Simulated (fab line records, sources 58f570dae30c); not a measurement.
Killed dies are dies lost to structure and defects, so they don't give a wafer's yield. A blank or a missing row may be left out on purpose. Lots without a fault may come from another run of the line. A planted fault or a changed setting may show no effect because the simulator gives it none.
fab line records | flow berkeley_cmos170
record lots=15 wafers=45 last_day=13
route steps=331 shown START@4 PWELL@45 WELLDRIVE@57 GATE@142
lots that met no fault: from a run of the same line without faults
start_h: hours from the record's first day to the start of the lot's first wafer shown | wait_h: hours since the lot's step before | " the same as in the row above | L1.1+2: a row that stands for several wafers | - no value, or no start given | * or withheld: withheld | < > ~ a bound
route shown NAME@n: a module of which the file shows steps, and the number in the route of the first | usual: mean/standard deviation of fault-free wafers | same: alike in all rows | chamber/n: place in a boat | sites: the reading at each site | _std_site: their standard deviation | _edge_site: outer sites' mean less inner sites' | radius_mm: how far each site lies from the wafer's centre | mask NAME#n: copy n | behind: the tool/chamber that last shaped the wafer | hold: why the lot was held/for how many hours/how that ended | device: the transistor (n, p or np) that didn't switch | end of line: the same wafers' tests at the end of the route | a step without rows: its recipe alone | killed: dies lost to structure and defects at the first sort, not the wafer's yield | map: a wafer's dies, x killed, . not, _ none there
set.NAME: the setting as run; set.NAME@STEP: as run at that earlier step | model.NAME: the simulator's own value behind a step, which no gauge read
steps of the route over a sample of lots; a table a step, a row a wafer
services: from which hour (start_h, from the record's first day; less than 0 if before it) a tool's chamber was out of use, for how many hours, and why
## steps
# step UCB170_START_THK_MEAS_03
# recipe reads=SiO2_of_START_OXIDATION_02
# usual START_OXIDE_THK=19.8/0.36
# columns lot.wafer tool chamber start_h wait_h START_OXIDE_THK[nm]
L186.1 film_metro-03 - 17.11 0.0 20.3
L186.5 " - " " 20.1
L186.6 " - " " 20.0
L188.1 film_metro-03 - 26.55 0.0 19.8
L188.4 " - " " 19.9
L188.6 " - " " 19.9
L189.1 film_metro-03 - 29.30 0.0 20.2
L189.2 " - " " 20.7
L189.3 " - " " 20.1
L190.1 film_metro-02 - 35.96 0.0 19.2
L190.4 " - " " 19.5
L190.6 " - " " 19.5
L191.2 film_metro-02 - 41.42 0.0 19.5
L191.3 " - " " 19.1
L191.5 " - " " 19.6
L193.1 film_metro-03 - 49.67 0.0 19.4
L193.3 " - " " 19.2
L193.4 " - " " 19.6
L194.1 film_metro-02 - 57.67 0.0 19.8
L194.2 " - " " 19.9
L194.5 " - " " 19.7
L196.2 film_metro-03 - 66.61 0.0 20.2
L196.3 " - " " 19.8
L196.4 " - " " 20.0
L197.2 film_metro-03 - 69.41 0.0 20.0
L197.5 " - " " 20.3
L197.6 " - " " 20.2
L198.3 film_metro-01 - 75.23 0.0 19.6
L198.4 " - " " 19.5
L198.5 " - " " 19.3
L202.2 film_metro-02 - 92.23 0.0 19.7
L202.4 " - " " 19.6
L202.5 " - " " 19.6
L204.3 film_metro-03 - 106.04 0.0 20.2
L204.4 " - " " 19.8
L204.6 " - " " 20.1
L206.1 film_metro-01 - 118.88 0.0 20.1
L206.2 " - " " 20.1
L206.5 " - " " 20.2
L208.1 film_metro-02 - 127.03 0.0 20.6
L208.4 " - " " 20.5
L208.5 " - " " 20.5
L209.1 film_metro-01 - 127.04 0.0 19.6
L209.2 " - " " 19.4
L209.6 " - " " 20.0
# step UCB170_PWELL_PEB_11
# recipe peb_temp_c=130 peb_time_s=withheld resist=KrF
# usual chill_plate_temp_C=23.03/0.11 exhaust_pa=45.0/0.93
# columns lot.wafer tool chamber start_h wait_h chill_plate_temp_C exhaust_pa
L186.1 litho_track-03 0 59.44 0.1 23.17 44.9
L186.5 " 0 " " 23.11 45.0
L186.6 " 0 " " 23.20 44.3
L189.1 litho_track-02 0 69 - 22.98 45.6
L189.2 " 0 " " 23.11 44.0
L189.3 " 0 " " 23.13 44.3
L188.1 litho_track-01 0 69 - 23.02 45.3
L188.4 " 0 " " 22.96 43.8
L188.6 " 0 " " 22.94 43.5
L190.1 litho_track-02 0 75.66 0.1 22.92 44.3
L190.4 " 0 " " 23.06 44.6
L190.6 " 0 " " 22.94 43.9
L193.1 litho_track-02 0 89.43 0.3 22.98 45.7
L193.3 " 0 " " 22.96 45.1
L193.4 " 0 " " 23.03 45.2
L191.2 litho_track-02 0 90.18 0.5 23.06 44.6
L191.3 " 0 " " 23.10 44.0
L191.5 " 0 " " 23.09 43.6
L194.1 litho_track-03 - 99.79 0.2 - -
L194.2 " - " " - -
L194.5 " - " " - -
L197.2 litho_track-01 - 108.24 0.6 - -
L197.5 " - " " - -
L197.6 " - " " - -
L196.2 litho_track-03 - 108.25 0.3 - -
L196.3 " - " " - -
L196.4 " - " " - -
L198.3 litho_track-03 0 116.84 0.1 23.12 44.2
L198.4 " 0 " " 23.14 45.3
L198.5 " 0 " " 23.13 44.3
L202.2 litho_track-02 0 132.83 0.4 22.89 44.9
L202.4 " 0 " " 23.08 43.4
L202.5 " 0 " " 23.13 45.8
L204.3 litho_track-03 0 148.04 0.4 22.92 43.2
L204.4 " 0 " " 23.00 44.0
L204.6 " 0 " " 23.06 44.6
L206.1 litho_track-01 0 158.98 0.4 22.94 45.6
L206.2 " 0 " " 22.93 44.0
L206.5 " 0 " " 23.06 45.9
L209.1 litho_track-02 0 167.28 0.1 22.94 46.4
L209.2 " 0 " " 22.96 46.0
L209.6 " 0 " " 22.86 45.7
L208.1 litho_track-03 0 167.52 0.1 23.01 43.3
L208.4 " 0 " " 23.08 43.0
L208.5 " 0 " " 22.99 44.3
# step UCB170_WELLDRIVE_THK_MEAS_02
# recipe reads=SiO2_of_WELLDRIVE_OXIDATION_01
# usual WELLDRIVE_OXIDE_THK=197/4
# columns lot.wafer tool chamber start_h wait_h WELLDRIVE_OXIDE_THK[nm]
L186.1 film_metro-02 - 71.35 0.0 194
L186.5 " - " " 196
L186.6 " - " " 195
L189.1 film_metro-01 - 84.08 0.0 197
L189.2 " - " " 198
L189.3 " - " " 199
L188.1 film_metro-02 - 84.13 0.1 199
L188.4 " - " " 203
L188.6 " - " " 202
L190.1 film_metro-04 - 88.63 0.0 198
L190.4 " - " " 198
L190.6 " - " " 200
L193.1 film_metro-04 - 104.09 0.0 195
L193.3 " - " " 194
L193.4 " - " " 190
L191.2 film_metro-02 - 104.10 0.0 197
L191.3 " - " " 197
L191.5 " - " " 195
L198.3 film_metro-04 - 130.75 0.0 200
L198.4 " - " " 200
L198.5 " - " " 197
L202.2 film_metro-02 - 145.50 0.0 199
L202.4 " - " " 199
L202.5 " - " " 199
L204.3 film_metro-01 - 158.77 0.0 191
L204.4 " - " " 193
L204.6 " - " " 189
L206.1 film_metro-01 - 179.98 0.0 193
L206.2 " - " " 192
L206.5 " - " " 196
L209.1 film_metro-02 - 179.98 0.0 194
L209.2 " - " " 193
L209.6 " - " " 195
L208.1 film_metro-04 - 184.83 0.0 195
L208.4 " - " " 198
L208.5 " - " " 195
# step UCB170_GATE_STRIP_16
# recipe chemistry=O2 power_w=400 pressure_mtorr=3500 platen_temp_c=withheld o2_flow_sccm=400 overash_fraction=0.5
# usual drypump_motor_current_A=5.36/0.22 oes_product_au=0.724/0.0041
# columns lot.wafer tool chamber start_h wait_h drypump_motor_current_A oes_product_au rf_hours_counter_h
L186.1 plasma_asher-04 0 153.85 0.0 5.45 0.730 4
L186.5 " 0 " " 5.49 0.729 -
L186.6 " 1 " " 5.46 0.729 -
L189.1 plasma_asher-02 1 160.70 0.0 5.06 0.722 44
L189.2 " 0 " " 5.18 0.721 44
L189.3 " 0 " " 5.14 0.726 -
L188.1 plasma_asher-04 0 161.01 0.0 5.43 0.731 4
L188.4 " 0 " " 5.46 0.720 -
L188.6 " 0 " " 5.46 0.721 -
L190.1 plasma_asher-04 1 161.68 0.0 5.43 0.723 4
L190.4 " 1 " " 5.45 0.719 -
L190.6 " 0 " " 5.47 0.720 -
L193.1 plasma_asher-04 1 180.86 0.0 5.45 0.725 6
L193.3 " 0 " " 5.49 0.715 -
L193.4 " 1 " " 5.46 0.723 -
L191.2 plasma_asher-01 1 181.13 0.0 5.76 0.725 45
L191.3 " 0 " " 5.39 0.728 -
L191.5 " 1 " " 5.77 0.722 -
L198.3 plasma_asher-02 1 205.97 0.1 5.05 0.729 -
L198.4 " 0 " " 5.18 0.724 -
L198.5 " 1 " " 5.07 0.731 -
L202.2 plasma_asher-04 1 222.61 0.0 5.44 0.727 11
L202.4 " 0 " " 5.46 0.720 -
L202.5 " 1 " " 5.45 0.722 -
L204.3 plasma_asher-01 1 236.98 0.1 5.73 0.727 -
L204.4 " 0 " " 5.39 0.728 -
L204.6 " 1 " " 5.78 0.720 -
L209.1 plasma_asher-02 0 256.04 0.0 5.18 0.725 52
L209.2 " 1 " " 5.07 0.721 52
L209.6 " 1 " " 5.05 0.727 -
L206.1 plasma_asher-02 0 256.54 0.0 5.18 0.723 52
L206.2 " 1 " " 5.05 0.727 52
L206.5 " 0 " " 5.20 0.726 -
L208.1 plasma_asher-04 1 267.28 0.0 5.43 0.726 16
L208.4 " 0 " " 5.44 0.725 -
L208.5 " 1 " " 5.42 0.730 -
## services
# columns tool chamber start_h hours kind
plasma_asher-02 - 55.81 2.4 repair
plasma_asher-02 - 60.46 1.8 repair
plasma_asher-01 - 87.35 2.8 pm
plasma_asher-04 - 108.75 9.0 pm
plasma_asher-04 0 108.75 9.0 vent_cycle
plasma_asher-04 1 108.75 9.0 vent_cycle
plasma_asher-04 0 117.75 - clean
plasma_asher-04 1 117.75 - clean
plasma_asher-04 - 183.36 3.0 repair
plasma_asher-04 - 185.76 2.0 repair
plasma_asher-02 - 221.27 4.3 pm
plasma_asher-02 - 239.97 14.6 pm
## key
first_sign step=UCB170_PWELL_PEB_11 reading=tool_record direction=missing
effect none on later readings
met_at UCB170_PWELL_PEB_11
struck_lots L194,L196,L197
later_rows_left_out L194.1,L194.2,L194.5,L196.2,L196.3,L196.4,L197.2,L197.5,L197.6
sort_left_out L194.1,L194.2,L194.5,L196.2,L196.3,L196.4,L197.2,L197.5,L197.6
tester_left_out L194,L196,L197
not_acting_at UCB170_START_THK_MEAS_03,UCB170_WELLDRIVE_THK_MEAS_02,UCB170_GATE_STRIP_16
onset_between 69 99.79
fault kind=skipped_step_whole tool=litho_track-01,litho_track-03 chamber=- onset_h=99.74 steps=UCB170_PWELL_PEB_11 scope=struck_lots_only
# tester_left_out: of these lots the tester's yield and bins aren't shown, on N5 and GAA mostly nor the transistor test; their killed dies are dies lost to structure and defects alone, not to doping, threshold or leakage, so they don't give the yield
# sort_left_out: the simulated sort isn't trusted on such a fault, so these wafers' sort isn't shown, and their yield isn't known
# later_rows_left_out: the simulator's readings of these wafers behind a module that went badly wrong aren't trusted and aren't shown, but for the sort
